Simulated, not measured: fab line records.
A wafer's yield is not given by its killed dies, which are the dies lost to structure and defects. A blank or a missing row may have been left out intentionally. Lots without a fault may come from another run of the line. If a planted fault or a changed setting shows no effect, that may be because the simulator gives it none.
Which of the tools did it?    flow berkeley-cmos170    14 lots with 42 wafers sampled at 5 steps, on a route of 331 steps

## WHAT EACH GAUGE READ, for each wafer
UCB170_SDANNEAL_RS_MEAS_02: measures by four-point-probe. Usual: for PSD_RS the level is 75.9 ohm/sq and the standard deviation is 0.35.
lot   measured      on             PSD_RS (ohm/sq)  flag
L166  day 7 15:29   film-metro-03  76.3 75.8 75.8   
L167  day 8 04:51   film-metro-03  75.5 75.9 75.7   
L170  day 8 04:51   film-metro-02  76.1 75.9 76.4   
L168  day 8 05:04   film-metro-01  75.6 76.1 75.8   
L169  day 8 05:31   film-metro-03  75.9 76.2 76.3   
L172  day 8 21:40   film-metro-03  75.6 75.7 75.5   
L176  day 10 01:01  film-metro-03  75.4 75.3 75.5   
L178  day 10 09:53  film-metro-03  76.1 76.0 75.9   
L182  day 10 21:50  film-metro-01  75.9 76.6 76.2   
L181  day 10 22:14  film-metro-03  75.7 75.9 76.0   
L180  day 10 22:23  film-metro-02  75.1 75.5 75.5   
L186  day 11 14:54  film-metro-03  75.5 75.6 75.2   
L189  day 12 09:43  film-metro-01  75.8 76.1 75.8   
L187  day 12 10:58  film-metro-03  76.2 76.5 76.5   

UCB170_SDANNEAL_RS_MEAS_05: measures by four-point-probe. Usual: for NLDD_RS the level is 615.6 ohm/sq and the standard deviation is 1.5.
lot   measured      on             NLDD_RS (ohm/sq)   flag
L166  day 7 15:50   film-metro-03  615.7 616.0 615.7  
L167  day 8 05:13   film-metro-03  612.8 616.2 614.9  
L170  day 8 05:13   film-metro-02  615.3 615.2 615.9  
L168  day 8 05:25   film-metro-01  617.8 616.2 618.2  
L169  day 8 05:52   film-metro-03  614.8 615.4 614.4  
L172  day 8 22:01   film-metro-03  616.3 616.8 617.6  
L176  day 10 01:23  film-metro-03  616.6 615.3 613.7  
L178  day 10 10:14  film-metro-03  617.2 614.5 614.7  
L182  day 10 22:12  film-metro-01  617.5 615.5 618.1  
L181  day 10 22:35  film-metro-03  616.3 615.6 617.0  
L180  day 10 22:45  film-metro-02  614.8 615.4 616.2  
L186  day 11 15:16  film-metro-03  613.6 613.7 612.9  
L189  day 12 10:04  film-metro-01  614.3 617.5 614.3  
L187  day 12 11:19  film-metro-03  616.5 614.5 616.0  

UCB170_V2_THK_MEAS_01. Usual: for V2_TEOS_THK the level is 2004 nm and the standard deviation is 35.
lot   measured      on             V2_TEOS_THK (nm)  flag
L166  day 8 11:54   film-metro-01  1972 1976 1999    
L167  day 8 23:45   film-metro-04  1987 1992 2016    
L170  day 8 23:53   film-metro-01  1983 2000 2021    
L168  day 8 23:16   film-metro-01  2058 2068 2049    
L169  day 9 00:08   film-metro-01  2055 2109 2053    
L172  day 9 11:39   film-metro-02  2049 2032 2056    
L176  day 10 15:25  film-metro-04  2018 2178 2023    
L178  day 11 08:26  film-metro-01  2022 2012 2184    
L182  day 11 13:49  film-metro-04  1969 1989 1990    
L181  day 11 17:19  film-metro-01  1950 2007 1996    
L180  day 11 16:01  film-metro-02  1992 1994 2033    
L186  day 12 08:29  film-metro-04  1992 1957 2015    
L189  day 13 02:02  film-metro-04  1943 1967 1992    
L187  day 13 04:08  film-metro-04  1986 1980 1942    

## WHICH TOOL RAN EACH LOT (tool, then ch and the chambers of the sampled wafers, then the start)
lot   UCB170_V1_STRIP_15                    UCB170_V2_CVD_00
L166  plasma-asher-04 ch 0,1, day 8 08:20   pecvd-03 ch 0,2, day 8 11:45
L167  plasma-asher-04 ch 0,1, day 8 20:28   pecvd-03 ch 0,1, day 8 23:35
L170  plasma-asher-04 ch 0,1, day 8 20:44   pecvd-02 ch 0,1,2, day 8 23:43
L168  plasma-asher-04 ch 0,1, day 8 20:13   pecvd-01 ch 0,1, day 8 23:05
L169  plasma-asher-03 ch 0,1, day 8 21:07   pecvd-01 ch 1,2, day 8 23:57
L172  plasma-asher-03 ch 0,1, day 9 08:46   pecvd-01 ch 1,2, day 9 11:30
L176  plasma-asher-03 ch 0,1, day 10 12:07  pecvd-02 ch 0,1,2, day 10 15:18
L178  plasma-asher-02 ch 1, day 11 04:01    pecvd-02 ch 0,1,2, day 11 08:17
L182  plasma-asher-03 ch 0,1, day 11 09:16  pecvd-03 ch 1,2, day 11 13:39
L181  plasma-asher-04 ch 0,1, day 11 14:17  pecvd-03 ch 1,2, day 11 17:09
L180  plasma-asher-04 ch 0,1, day 11 12:50  pecvd-01 ch 1,2, day 11 15:51
L186  plasma-asher-04 ch 0,1, day 12 03:16  pecvd-03 ch 1,2, day 12 08:19
L189  plasma-asher-03 ch 0,1, day 12 20:10  pecvd-03 ch 0,1,2, day 13 01:52
L187  plasma-asher-02 ch 0,1, day 12 23:53  pecvd-03 ch 0,1,2, day 13 03:59
- UCB170_V1_STRIP_15: strips in O2.
- UCB170_V2_CVD_00: deposits SiO2 from TEOS/O2, target thk 2000 nm, time 250 s.

## WHAT THE TOOLS THEMSELVES READ (means of the sampled wafers that have a number; where no wafer has one, the mark that the record gives instead)
UCB170_V1_STRIP_15. Usual: chamber-pressure-mTorr 3500 mTorr, standard deviation 3.2; drypump-motor-current-A 5.7 A, standard deviation 0.33; oes-product-au 0.722 a.u., standard deviation 0.0047; strip-time-to-endpoint-s 15.33 s, standard deviation 0.13.
lot   tool             chamber-pressure-mTorr (mTorr)  drypump-motor-current-A (A)  oes-product-au (a.u.)  strip-time-to-endpoint-s (s)  flag
L166  plasma-asher-04  3499                            5.9                          0.721                  15.24                         
L167  plasma-asher-04  3502                            6.0                          0.724                  15.29                         
L170  plasma-asher-04  3498                            5.8                          0.720                  15.46                         
L168  plasma-asher-04  3500                            5.9                          0.723                  15.32                         
L169  plasma-asher-03  3500                            5.6                          0.720                  15.41                         
L172  plasma-asher-03  3498                            5.6                          0.725                  15.37                         
L176  plasma-asher-03  3503                            5.6                          0.721                  15.39                         
L178  plasma-asher-02  3499                            5.7                          0.716                  15.27                         
L182  plasma-asher-03  3502                            5.6                          0.721                  15.26                         
L181  plasma-asher-04  3501                            5.9                          0.724                  15.26                         
L180  plasma-asher-04  3496                            6.0                          0.726                  15.41                         
L186  plasma-asher-04  3502                            5.7                          0.724                  15.28                         
L189  plasma-asher-03  3498                            5.6                          0.723                  15.43                         
L187  plasma-asher-02  3498                            5.4                          0.724                  15.37                         

UCB170_V2_CVD_00. Usual: heater-power-w 251 W, standard deviation 51; run-length-s 277.6 s, standard deviation 0.47.
lot   tool      heater-power-w (W)  run-length-s (s)  flag
L166  pecvd-03  225                 277.3             
L167  pecvd-03  230                 278.0             
L170  pecvd-02  240                 277.6             
L168  pecvd-01  248                 277.0             
L169  pecvd-01  236                 277.4             
L172  pecvd-01  241                 277.6             
L176  pecvd-02  218                 285.5             OFF
L178  pecvd-02  253                 285.4             OFF
L182  pecvd-03  263                 277.1             
L181  pecvd-03  261                 277.6             
L180  pecvd-01  275                 277.4             
L186  pecvd-03  247                 277.4             
L189  pecvd-03  251                 277.7             
L187  pecvd-03  282                 277.5             

## THE ANSWER, worked out from the rows above alone
Rule: a lot is off if the mean of its wafers that have a number lies more than 3 standard deviations from the usual mean. A lot without any number at a reading at which 4 lots or more have one is off too. The other lots that the step has rows for count as sound. Order of review: gauges by route order, followed by the tools' own readings, for which a lot's mean as printed above is used. At the first step where some lot is off, the reading lying furthest off is the one used; lots without a number count as furthest.
Off: L176, L178 (UCB170_V2_CVD_00, run-length-s).
A tool fits if, at that step or a process step before it, it ran every lot that is off, and no sound lot after the first of them. One fits: UCB170_V2_CVD_00 on pecvd-02. A fault onset in the window from L170 (day 8 23:43, its last sound lot) to L176 (day 10 15:18, its first lot off) fits.
The tool's own readings at UCB170_V2_CVD_00 bear it out: on the lots that are off they differ by more than 5 times the standard deviation of the sound lots' means. run-length-s reads 285.4 s there against 277.5 s on the sound lots.

## WHAT THE SIMULATOR HAD PUT IN
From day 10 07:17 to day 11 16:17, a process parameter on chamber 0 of pecvd-02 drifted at UCB170_V2_CVD_00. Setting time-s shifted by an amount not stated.
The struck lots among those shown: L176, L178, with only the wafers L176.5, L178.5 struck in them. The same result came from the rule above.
